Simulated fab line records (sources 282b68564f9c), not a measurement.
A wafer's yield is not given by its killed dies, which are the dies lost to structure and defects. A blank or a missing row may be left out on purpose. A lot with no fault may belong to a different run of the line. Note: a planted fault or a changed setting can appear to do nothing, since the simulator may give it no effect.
fab line records :: flow rit-cmos
[record]
  lots = 5
  wafers = 15
  last-day = 7
route steps=202 shown CONTACT@172 M1@184
lots untouched by any fault: they come from a run of this same line in which no faults occurred
start-h: hours from the record's first day to the start of the lot's first wafer shown :: wait-h: how many hours have passed since the lot's step before this one :: " unchanged from the row above :: L1.1+2: several wafers, shown together as one row :: - no value, or no start was given :: * or withheld: withheld :: < > ~ a bound
route shown NAME@n: a module of which the file shows steps, and the number in the route of the first :: usual: the fault-free wafers' mean and standard deviation :: same: alike in all rows :: chamber/n: place in a boat :: sites: the reading at each site :: _std_site: standard deviation of those values :: _edge_site: mean of outer sites minus mean of inner sites :: radius-mm: how far each site lies from the wafer's centre :: mask NAME#n: copy n :: behind: the last tool/chamber to shape the wafer :: hold: why the lot was held/for how many hours/how that ended :: device: transistor that didn't switch, given as n, p or np :: end of line: the tests these same wafers got at the end of their route :: a step without rows: its recipe alone :: killed: the dies lost at the first sort to structure and to defects; this is not the yield of the wafer :: map: a wafer's dies, x killed, . not, _ none there
set.NAME: setting as actually run; set.NAME@STEP: the setting as run at that earlier step :: model.NAME: the simulator's own value behind a step, which no gauge read
lots seen at some steps along the route; tables by step, rows by wafer
services: a tool's chamber out of use, with start hour (start-h, from the record's first day; less than 0 if before it), hours out, and reason
[[steps]]
[step RIT_CONTACT_SOFTBAKE_04]
[recipe]
  resist = NOVOLAK
  temp-c = 90
  time-s = 60
lot.wafer: L089.1+2+5
tool: litho-track-03
chamber: 0
start-h: 125.05
wait-h: 0.1

lot.wafer: L090.4+5+6
tool: litho-track-03
chamber: 0
start-h: 131.93
wait-h: 0.1

lot.wafer: L091.1+3+5
tool: litho-track-03
chamber: 0
start-h: 138.54
wait-h: 0.1

lot.wafer: L095.3+4+6
tool: litho-track-04
chamber: 0
start-h: 155.41
wait-h: 0.1

lot.wafer: L097.1+2+6
tool: litho-track-04
chamber: 0
start-h: 166.92
wait-h: 0.1
[step RIT_CONTACT_EXPOSE_05]
[recipe]
  mask-id = M11
  na = 0.6
  source-shape = conventional
  sigma-outer = 0.5
  target-cd-nm = 1000
  dose-mj = 250
lot.wafer: L089.1+2+5
tool: iline-stepper-01
chamber: 0
start-h: 125.20
wait-h: 0.1
mask: M11#0

lot.wafer: L090.4+5+6
tool: iline-stepper-02
chamber: 0
start-h: 132.19
wait-h: 0.2
mask: M11#0

lot.wafer: L091.1+3+5
tool: iline-stepper-02
chamber: 0
start-h: 138.69
wait-h: 0.1
mask: M11#0

lot.wafer: L095.3+4+6
tool: iline-stepper-02
chamber: 0
start-h: 155.55
wait-h: 0.1
mask: M11#0

lot.wafer: L097.1+2+6
tool: iline-stepper-01
chamber: 0
start-h: 167.19
wait-h: 0.2
mask: M11#0
[step RIT_CONTACT_PEB_06]
[recipe]
  resist = NOVOLAK
  temp-c = withheld
  time-s = withheld
lot.wafer: L089.1+2+5
tool: litho-track-04
chamber: 0
start-h: 125.32
wait-h: 0.1

lot.wafer: L090.4+5+6
tool: litho-track-02
chamber: 0
start-h: 132.32
wait-h: 0.1

lot.wafer: L091.1+3+5
tool: litho-track-04
chamber: 0
start-h: 138.80
wait-h: 0.1

lot.wafer: L095.3+4+6
tool: litho-track-03
chamber: 0
start-h: 155.67
wait-h: 0.1

lot.wafer: L097.1+2+6
tool: litho-track-03
chamber: 0
start-h: 167.31
wait-h: 0.1
[step RIT_CONTACT_DEVELOP_07]
[recipe]
  resist = NOVOLAK
  develop-time-s = 120
  dev-temp-c = 23
lot.wafer: L089.1+2+5
tool: litho-track-04
chamber: 0
start-h: -
wait-h: -

lot.wafer: L090.4+5+6
tool: litho-track-02
chamber: 0
start-h: -
wait-h: -

lot.wafer: L091.1+3+5
tool: litho-track-04
chamber: 0
start-h: -
wait-h: -

lot.wafer: L095.3+4+6
tool: litho-track-03
chamber: 0
start-h: -
wait-h: -

lot.wafer: L097.1+2+6
tool: litho-track-03
chamber: 0
start-h: -
wait-h: -
[step RIT_CONTACT_CD_MEAS_08]
[recipe]
  target-cd-nm = 1000
[usual]
  cd-nm = 1000.0/2.4
lot.wafer: L089.1
tool: cd-sem-01
chamber: -
start-h: 125.72
wait-h: -
cd-nm: 998.5

lot.wafer: L089.2
tool: cd-sem-01
chamber: -
start-h: 125.72
wait-h: -
cd-nm: 997.5

lot.wafer: L089.5
tool: cd-sem-01
chamber: -
start-h: 125.72
wait-h: -
cd-nm: 998.0

lot.wafer: L090.4
tool: cd-sem-01
chamber: -
start-h: 132.70
wait-h: -
cd-nm: 1000.8

lot.wafer: L090.5
tool: cd-sem-01
chamber: -
start-h: 132.70
wait-h: -
cd-nm: 1001.7

lot.wafer: L090.6
tool: cd-sem-01
chamber: -
start-h: 132.70
wait-h: -
cd-nm: 1001.9

lot.wafer: L091.1
tool: cd-sem-01
chamber: -
start-h: 139.20
wait-h: -
cd-nm: 1000.7

lot.wafer: L091.3
tool: cd-sem-01
chamber: -
start-h: 139.20
wait-h: -
cd-nm: 1003.0

lot.wafer: L091.5
tool: cd-sem-01
chamber: -
start-h: 139.20
wait-h: -
cd-nm: 1001.1

lot.wafer: L095.3
tool: cd-sem-02
chamber: -
start-h: 156.06
wait-h: -
cd-nm: 1002.2

lot.wafer: L095.4
tool: cd-sem-02
chamber: -
start-h: 156.06
wait-h: -
cd-nm: 1001.2

lot.wafer: L095.6
tool: cd-sem-02
chamber: -
start-h: 156.06
wait-h: -
cd-nm: 1000.1

lot.wafer: L097.1
tool: cd-sem-02
chamber: -
start-h: 167.71
wait-h: -
cd-nm: 1004.8

lot.wafer: L097.2
tool: cd-sem-02
chamber: -
start-h: 167.71
wait-h: -
cd-nm: 1002.3

lot.wafer: L097.6
tool: cd-sem-02
chamber: -
start-h: 167.71
wait-h: -
cd-nm: 1002.7
[step RIT_CONTACT_OVL_MEAS_09]
[usual]
  CONTACT_OVL = 0.2/1.5
lot.wafer: L089.1
tool: overlay-01
chamber: -
start-h: 125.84
wait-h: 0.1
CONTACT_OVL[nm]: -1.7

lot.wafer: L089.2
tool: overlay-01
chamber: -
start-h: 125.84
wait-h: 0.1
CONTACT_OVL[nm]: -1.8

lot.wafer: L089.5
tool: overlay-01
chamber: -
start-h: 125.84
wait-h: 0.1
CONTACT_OVL[nm]: -2.3

lot.wafer: L090.4
tool: overlay-01
chamber: -
start-h: 132.78
wait-h: 0.1
CONTACT_OVL[nm]: -0.4

lot.wafer: L090.5
tool: overlay-01
chamber: -
start-h: 132.78
wait-h: 0.1
CONTACT_OVL[nm]: 0.1

lot.wafer: L090.6
tool: overlay-01
chamber: -
start-h: 132.78
wait-h: 0.1
CONTACT_OVL[nm]: -0.3

lot.wafer: L091.1
tool: overlay-01
chamber: -
start-h: 139.32
wait-h: 0.1
CONTACT_OVL[nm]: -1.1

lot.wafer: L091.3
tool: overlay-01
chamber: -
start-h: 139.32
wait-h: 0.1
CONTACT_OVL[nm]: -1.0

lot.wafer: L091.5
tool: overlay-01
chamber: -
start-h: 139.32
wait-h: 0.1
CONTACT_OVL[nm]: 1.9

lot.wafer: L095.3
tool: overlay-01
chamber: -
start-h: 156.16
wait-h: 0.1
CONTACT_OVL[nm]: -0.6

lot.wafer: L095.4
tool: overlay-01
chamber: -
start-h: 156.16
wait-h: 0.1
CONTACT_OVL[nm]: 0.6

lot.wafer: L095.6
tool: overlay-01
chamber: -
start-h: 156.16
wait-h: 0.1
CONTACT_OVL[nm]: 0.3

lot.wafer: L097.1
tool: overlay-01
chamber: -
start-h: 167.83
wait-h: 0.1
CONTACT_OVL[nm]: 1.3

lot.wafer: L097.2
tool: overlay-01
chamber: -
start-h: 167.83
wait-h: 0.1
CONTACT_OVL[nm]: -0.2

lot.wafer: L097.6
tool: overlay-01
chamber: -
start-h: 167.83
wait-h: 0.1
CONTACT_OVL[nm]: -0.2
[step RIT_CONTACT_HARDBAKE_10]
[recipe]
  resist = NOVOLAK
  temp-c = 140
  time-s = 60
lot.wafer: L089.1+2+5
tool: litho-track-03
chamber: 0
start-h: 125.87
wait-h: 0.0

lot.wafer: L090.4+5+6
tool: litho-track-04
chamber: 0
start-h: 132.88
wait-h: 0.1

lot.wafer: L091.1+3+5
tool: litho-track-04
chamber: 0
start-h: 139.36
wait-h: 0.0

lot.wafer: L095.3+4+6
tool: litho-track-04
chamber: 0
start-h: 156.23
wait-h: 0.1

lot.wafer: L097.1+2+6
tool: litho-track-02
chamber: 0
start-h: 167.87
wait-h: 0.0
[step RIT_CONTACT_ETCH_11]
[recipe]
  target-depth-a = 4800
  over-etch-frac = 0.2
  stop-on = TiSi2
  chemistry = CHF3/CF4/Ar
  target = SiO2
  CHF3_flow_sccm = 50
  cf4-flow-sccm = 10
  Ar_flow_sccm = 100
  O2_flow_sccm = 5
  pressure-mtorr = 100
  rf-w = 200
  time-s = 320
[usual]
  drypump-motor-current-A = 5.5/0.48
  oes-product-au = 0.990/0.015
  throttle-valve-pct = 8.83/0.12
[same]
  over-etch-frac = 0.2
lot.wafer: L089.1
tool: rie-diel-03
chamber: 3
start-h: 126.02
wait-h: 0.1
drypump-motor-current-A: 5.9
oes-product-au: 0.978
rf-hours-counter-h: 42
throttle-valve-pct: 8.93

lot.wafer: L089.2
tool: rie-diel-03
chamber: 1
start-h: 126.02
wait-h: 0.1
drypump-motor-current-A: 5.5
oes-product-au: 0.997
rf-hours-counter-h: 0
throttle-valve-pct: 9.15

lot.wafer: L089.5
tool: rie-diel-03
chamber: 3
start-h: 126.02
wait-h: 0.1
drypump-motor-current-A: 5.9
oes-product-au: 0.983
rf-hours-counter-h: -
throttle-valve-pct: 8.95

lot.wafer: L090.4
tool: rie-diel-04
chamber: 1
start-h: 133.05
wait-h: 0.1
drypump-motor-current-A: 5.4
oes-product-au: 1.014
rf-hours-counter-h: -
throttle-valve-pct: 8.87

lot.wafer: L090.5
tool: rie-diel-04
chamber: 2
start-h: 133.05
wait-h: 0.1
drypump-motor-current-A: 5.0
oes-product-au: 0.990
rf-hours-counter-h: -
throttle-valve-pct: 8.82

lot.wafer: L090.6
tool: rie-diel-04
chamber: 0
start-h: 133.05
wait-h: 0.1
drypump-motor-current-A: 5.9
oes-product-au: 0.994
rf-hours-counter-h: -
throttle-valve-pct: 8.72

lot.wafer: L091.1
tool: rie-diel-04
chamber: 0
start-h: 139.51
wait-h: 0.1
drypump-motor-current-A: 5.9
oes-product-au: 0.977
rf-hours-counter-h: 5
throttle-valve-pct: 8.72

lot.wafer: L091.3
tool: rie-diel-04
chamber: 2
start-h: 139.51
wait-h: 0.1
drypump-motor-current-A: 5.0
oes-product-au: 0.985
rf-hours-counter-h: 28
throttle-valve-pct: 8.83

lot.wafer: L091.5
tool: rie-diel-04
chamber: 1
start-h: 139.51
wait-h: 0.1
drypump-motor-current-A: 5.4
oes-product-au: 1.019
rf-hours-counter-h: -
throttle-valve-pct: 8.87

lot.wafer: L095.3
tool: rie-diel-02
chamber: 0
start-h: 156.33
wait-h: 0.1
drypump-motor-current-A: 4.9
oes-product-au: 0.971
rf-hours-counter-h: 6
throttle-valve-pct: 8.81

lot.wafer: L095.4
tool: rie-diel-02
chamber: 1
start-h: 156.33
wait-h: 0.1
drypump-motor-current-A: 5.6
oes-product-au: 1.011
rf-hours-counter-h: 1
throttle-valve-pct: 8.85

lot.wafer: L095.6
tool: rie-diel-02
chamber: 1
start-h: 156.33
wait-h: 0.1
drypump-motor-current-A: 5.6
oes-product-au: 0.997
rf-hours-counter-h: -
throttle-valve-pct: 8.84

lot.wafer: L097.1
tool: rie-diel-02
chamber: 1
start-h: 168.02
wait-h: 0.1
drypump-motor-current-A: 5.6
oes-product-au: 1.003
rf-hours-counter-h: 1
throttle-valve-pct: 8.84

lot.wafer: L097.2
tool: rie-diel-02
chamber: 2
start-h: 168.02
wait-h: 0.1
drypump-motor-current-A: 6.0
oes-product-au: 1.007
rf-hours-counter-h: 131
throttle-valve-pct: 8.99

lot.wafer: L097.6
tool: rie-diel-02
chamber: 3
start-h: 168.02
wait-h: 0.1
drypump-motor-current-A: 4.9
oes-product-au: 0.988
rf-hours-counter-h: -
throttle-valve-pct: 8.75
[step RIT_CONTACT_STRIP_12]
[recipe]
  chemistry = O2
  time-s = 180
  resist = NOVOLAK
  platen-temp-c = withheld
  power-w = 500
  pressure-mtorr = 4000
  o2-flow-sccm = 4000
[usual]
  drypump-motor-current-A = 5.7/0.4
lot.wafer: L089.1
tool: plasma-asher-02
chamber: 0
start-h: 126.22
wait-h: 0.1
drypump-motor-current-A: 5.1
rf-hours-counter-h: 36

lot.wafer: L089.2
tool: plasma-asher-02
chamber: 1
start-h: 126.22
wait-h: 0.1
drypump-motor-current-A: 6.0
rf-hours-counter-h: 36

lot.wafer: L089.5
tool: plasma-asher-02
chamber: 1
start-h: 126.22
wait-h: 0.1
drypump-motor-current-A: 6.0
rf-hours-counter-h: -

lot.wafer: L090.4
tool: plasma-asher-01
chamber: 0
start-h: 133.20
wait-h: 0.1
drypump-motor-current-A: 5.6
rf-hours-counter-h: -

lot.wafer: L090.5
tool: plasma-asher-01
chamber: 0
start-h: 133.20
wait-h: 0.1
drypump-motor-current-A: 5.6
rf-hours-counter-h: -

lot.wafer: L090.6
tool: plasma-asher-01
chamber: 1
start-h: 133.20
wait-h: 0.1
drypump-motor-current-A: 6.3
rf-hours-counter-h: -

lot.wafer: L091.1
tool: plasma-asher-02
chamber: 1
start-h: 139.70
wait-h: 0.1
drypump-motor-current-A: 5.9
rf-hours-counter-h: 38

lot.wafer: L091.3
tool: plasma-asher-02
chamber: 1
start-h: 139.70
wait-h: 0.1
drypump-motor-current-A: 5.9
rf-hours-counter-h: -

lot.wafer: L091.5
tool: plasma-asher-02
chamber: 0
start-h: 139.70
wait-h: 0.1
drypump-motor-current-A: 5.1
rf-hours-counter-h: -

lot.wafer: L095.3
tool: plasma-asher-04
chamber: 1
start-h: 156.58
wait-h: 0.2
drypump-motor-current-A: 5.8
rf-hours-counter-h: -

lot.wafer: L095.4
tool: plasma-asher-04
chamber: 0
start-h: 156.58
wait-h: 0.2
drypump-motor-current-A: 5.5
rf-hours-counter-h: -

lot.wafer: L095.6
tool: plasma-asher-04
chamber: 1
start-h: 156.58
wait-h: 0.2
drypump-motor-current-A: 5.8
rf-hours-counter-h: -

lot.wafer: L097.1
tool: plasma-asher-04
chamber: 1
start-h: 168.21
wait-h: 0.1
drypump-motor-current-A: 5.7
rf-hours-counter-h: 53

lot.wafer: L097.2
tool: plasma-asher-04
chamber: 0
start-h: 168.21
wait-h: 0.1
drypump-motor-current-A: 5.5
rf-hours-counter-h: 53

lot.wafer: L097.6
tool: plasma-asher-04
chamber: 0
start-h: 168.21
wait-h: 0.1
drypump-motor-current-A: 5.5
rf-hours-counter-h: -
[step RIT_CONTACT_CD_MEAS_90]
[recipe]
  target-cd-nm = 1000
[usual]
  cd-nm = 1000.0/2.4
lot.wafer: L089.1
tool: cd-sem-01
chamber: -
start-h: 126.39
wait-h: 0.1
cd-nm: 998.2

lot.wafer: L089.2
tool: cd-sem-01
chamber: -
start-h: 126.39
wait-h: 0.1
cd-nm: 997.3

lot.wafer: L089.5
tool: cd-sem-01
chamber: -
start-h: 126.39
wait-h: 0.1
cd-nm: 997.7

lot.wafer: L090.4
tool: cd-sem-01
chamber: -
start-h: 133.38
wait-h: 0.1
cd-nm: 1000.8

lot.wafer: L090.5
tool: cd-sem-01
chamber: -
start-h: 133.38
wait-h: 0.1
cd-nm: 1002.1

lot.wafer: L090.6
tool: cd-sem-01
chamber: -
start-h: 133.38
wait-h: 0.1
cd-nm: 1002.4

lot.wafer: L091.1
tool: cd-sem-01
chamber: -
start-h: 139.88
wait-h: 0.1
cd-nm: 1001.2

lot.wafer: L091.3
tool: cd-sem-01
chamber: -
start-h: 139.88
wait-h: 0.1
cd-nm: 1003.1

lot.wafer: L091.5
tool: cd-sem-01
chamber: -
start-h: 139.88
wait-h: 0.1
cd-nm: 1000.8

lot.wafer: L095.3
tool: cd-sem-01
chamber: -
start-h: 156.74
wait-h: 0.1
cd-nm: 1002.1

lot.wafer: L095.4
tool: cd-sem-01
chamber: -
start-h: 156.74
wait-h: 0.1
cd-nm: 1001.6

lot.wafer: L095.6
tool: cd-sem-01
chamber: -
start-h: 156.74
wait-h: 0.1
cd-nm: 999.9

lot.wafer: L097.1
tool: cd-sem-01
chamber: -
start-h: 168.39
wait-h: 0.1
cd-nm: 1004.9

lot.wafer: L097.2
tool: cd-sem-01
chamber: -
start-h: 168.39
wait-h: 0.1
cd-nm: 1002.3

lot.wafer: L097.6
tool: cd-sem-01
chamber: -
start-h: 168.39
wait-h: 0.1
cd-nm: 1003.0
[step RIT_CONTACT_CLEAN_13]
[recipe]
  chemistry = SC1
  mix = 3:3:50
  time-s = 600
  temp-c = 75
lot.wafer: L089.1+2+5
tool: wet-bench-01
chamber: 3
start-h: 126.51
wait-h: 0.1

lot.wafer: L090.4+5+6
tool: wet-bench-01
chamber: 0
start-h: 133.44
wait-h: 0.0

lot.wafer: L091.1+3+5
tool: wet-bench-02
chamber: 2
start-h: 140.00
wait-h: 0.1

lot.wafer: L095.3+4+6
tool: wet-bench-04
chamber: 2
start-h: 156.82
wait-h: 0.1

lot.wafer: L097.1+2+6
tool: wet-bench-01
chamber: 1
start-h: 168.51
wait-h: 0.1
[step RIT_CONTACT_CLEAN_14]
[recipe]
  chemistry = SC2
  mix = 3:3:50
  time-s = 600
  temp-c = 75
  dry = n2-spin
lot.wafer: L089.1+2+5
tool: wet-bench-04
chamber: 1
start-h: 126.69
wait-h: 0.0

lot.wafer: L090.4+5+6
tool: wet-bench-04
chamber: 3
start-h: 133.61
wait-h: 0.0

lot.wafer: L091.1+3+5
tool: wet-bench-02
chamber: 1
start-h: 140.17
wait-h: 0.0

lot.wafer: L095.3+4+6
tool: wet-bench-02
chamber: 0
start-h: 157.17
wait-h: 0.0

lot.wafer: L097.1+2+6
tool: wet-bench-02
chamber: 3
start-h: 168.68
wait-h: 0.0
[step RIT_M1_SPUTTER_00]
[recipe]
  material = Al
  target-thk-nm = 400
  power-w = 2000
  chamber-pressure-pa = 0.4
  gas = Ar
  time-s = 500
  substrate-temp-c = 25
[usual]
  throttle-valve-pct = 30.5/1
lot.wafer: L089.1
tool: pvd-sputter-03
chamber: -
start-h: 126.86
wait-h: 0.0
throttle-valve-pct: 29.3

lot.wafer: L089.2
tool: pvd-sputter-03
chamber: -
start-h: 126.86
wait-h: 0.0
throttle-valve-pct: 30.6

lot.wafer: L089.5
tool: pvd-sputter-03
chamber: -
start-h: 126.86
wait-h: 0.0
throttle-valve-pct: 30.7

lot.wafer: L090.4
tool: pvd-sputter-01
chamber: -
start-h: 133.79
wait-h: 0.0
throttle-valve-pct: 31.3

lot.wafer: L090.5
tool: pvd-sputter-01
chamber: -
start-h: 133.79
wait-h: 0.0
throttle-valve-pct: 29.3

lot.wafer: L090.6
tool: pvd-sputter-01
chamber: -
start-h: 133.79
wait-h: 0.0
throttle-valve-pct: 31.8

lot.wafer: L091.1
tool: pvd-sputter-03
chamber: -
start-h: 140.35
wait-h: 0.0
throttle-valve-pct: 29.0

lot.wafer: L091.3
tool: pvd-sputter-03
chamber: -
start-h: 140.35
wait-h: 0.0
throttle-valve-pct: 30.2

lot.wafer: L091.5
tool: pvd-sputter-03
chamber: -
start-h: 140.35
wait-h: 0.0
throttle-valve-pct: 28.8

lot.wafer: L095.3
tool: pvd-sputter-03
chamber: -
start-h: 157.34
wait-h: 0.0
throttle-valve-pct: 30.4

lot.wafer: L095.4
tool: pvd-sputter-03
chamber: -
start-h: 157.34
wait-h: 0.0
throttle-valve-pct: 30.6

lot.wafer: L095.6
tool: pvd-sputter-03
chamber: -
start-h: 157.34
wait-h: 0.0
throttle-valve-pct: 29.1

lot.wafer: L097.1
tool: pvd-sputter-03
chamber: -
start-h: 168.86
wait-h: 0.0
throttle-valve-pct: 30.5

lot.wafer: L097.2
tool: pvd-sputter-03
chamber: -
start-h: 168.86
wait-h: 0.0
throttle-valve-pct: 30.3

lot.wafer: L097.6
tool: pvd-sputter-03
chamber: -
start-h: 168.86
wait-h: 0.0
throttle-valve-pct: 30.5
[step RIT_M1_RS_MEAS_01]
[recipe]
  thk-meas-gauge = four-point-probe
  reads = Al_of_M1_SPUTTER_00
[usual]
  M1_AL_RS = 0.0734/0.00078
lot.wafer: L089.1
tool: film-metro-04
chamber: -
start-h: 127.16
wait-h: 0.1
M1_AL_RS[ohm/sq]: 0.0730

lot.wafer: L089.2
tool: film-metro-04
chamber: -
start-h: 127.16
wait-h: 0.1
M1_AL_RS[ohm/sq]: 0.0728

lot.wafer: L089.5
tool: film-metro-04
chamber: -
start-h: 127.16
wait-h: 0.1
M1_AL_RS[ohm/sq]: 0.0736

lot.wafer: L090.4
tool: film-metro-02
chamber: -
start-h: 134.14
wait-h: 0.2
M1_AL_RS[ohm/sq]: 0.0735

lot.wafer: L090.5
tool: film-metro-02
chamber: -
start-h: 134.14
wait-h: 0.2
M1_AL_RS[ohm/sq]: 0.0728

lot.wafer: L090.6
tool: film-metro-02
chamber: -
start-h: 134.14
wait-h: 0.2
M1_AL_RS[ohm/sq]: 0.0726

lot.wafer: L091.1
tool: film-metro-02
chamber: -
start-h: 140.64
wait-h: 0.1
M1_AL_RS[ohm/sq]: 0.0737

lot.wafer: L091.3
tool: film-metro-02
chamber: -
start-h: 140.64
wait-h: 0.1
M1_AL_RS[ohm/sq]: 0.0742

lot.wafer: L091.5
tool: film-metro-02
chamber: -
start-h: 140.64
wait-h: 0.1
M1_AL_RS[ohm/sq]: 0.0735

lot.wafer: L095.3
tool: film-metro-02
chamber: -
start-h: 157.68
wait-h: 0.2
M1_AL_RS[ohm/sq]: 0.0742

lot.wafer: L095.4
tool: film-metro-02
chamber: -
start-h: 157.68
wait-h: 0.2
M1_AL_RS[ohm/sq]: 0.0732

lot.wafer: L095.6
tool: film-metro-02
chamber: -
start-h: 157.68
wait-h: 0.2
M1_AL_RS[ohm/sq]: 0.0731

lot.wafer: L097.1
tool: film-metro-02
chamber: -
start-h: 169.15
wait-h: 0.1
M1_AL_RS[ohm/sq]: 0.0730

lot.wafer: L097.2
tool: film-metro-02
chamber: -
start-h: 169.15
wait-h: 0.1
M1_AL_RS[ohm/sq]: 0.0724

lot.wafer: L097.6
tool: film-metro-02
chamber: -
start-h: 169.15
wait-h: 0.1
M1_AL_RS[ohm/sq]: 0.0727
[[services]]
tool: rie-diel-03
chamber: 1
start-h: 103.61
hours: -
kind: clean

tool: rie-diel-03
chamber: 1
start-h: 103.61
hours: 20.3
kind: scheduled-down

tool: rie-diel-03
chamber: 1
start-h: 103.61
hours: 20.3
kind: vent-cycle

tool: iline-stepper-01
chamber: 0
start-h: 104.23
hours: -
kind: calibration

tool: pvd-sputter-03
chamber: -
start-h: 110.27
hours: 1.6
kind: repair

tool: rie-diel-04
chamber: 3
start-h: 115.19
hours: 26.2
kind: repair

tool: iline-stepper-02
chamber: -
start-h: 120.58
hours: 1.7
kind: pm

tool: pvd-sputter-01
chamber: -
start-h: 126.03
hours: 1.9
kind: repair

tool: iline-stepper-01
chamber: -
start-h: 127.32
hours: 1.7
kind: pm

tool: rie-diel-02
chamber: 2
start-h: 127.60
hours: 4.6
kind: repair

tool: iline-stepper-02
chamber: -
start-h: 163.56
hours: 8.9
kind: pm

tool: plasma-asher-04
chamber: -
start-h: 165.48
hours: 1.2
kind: repair
[[key]]
fault none
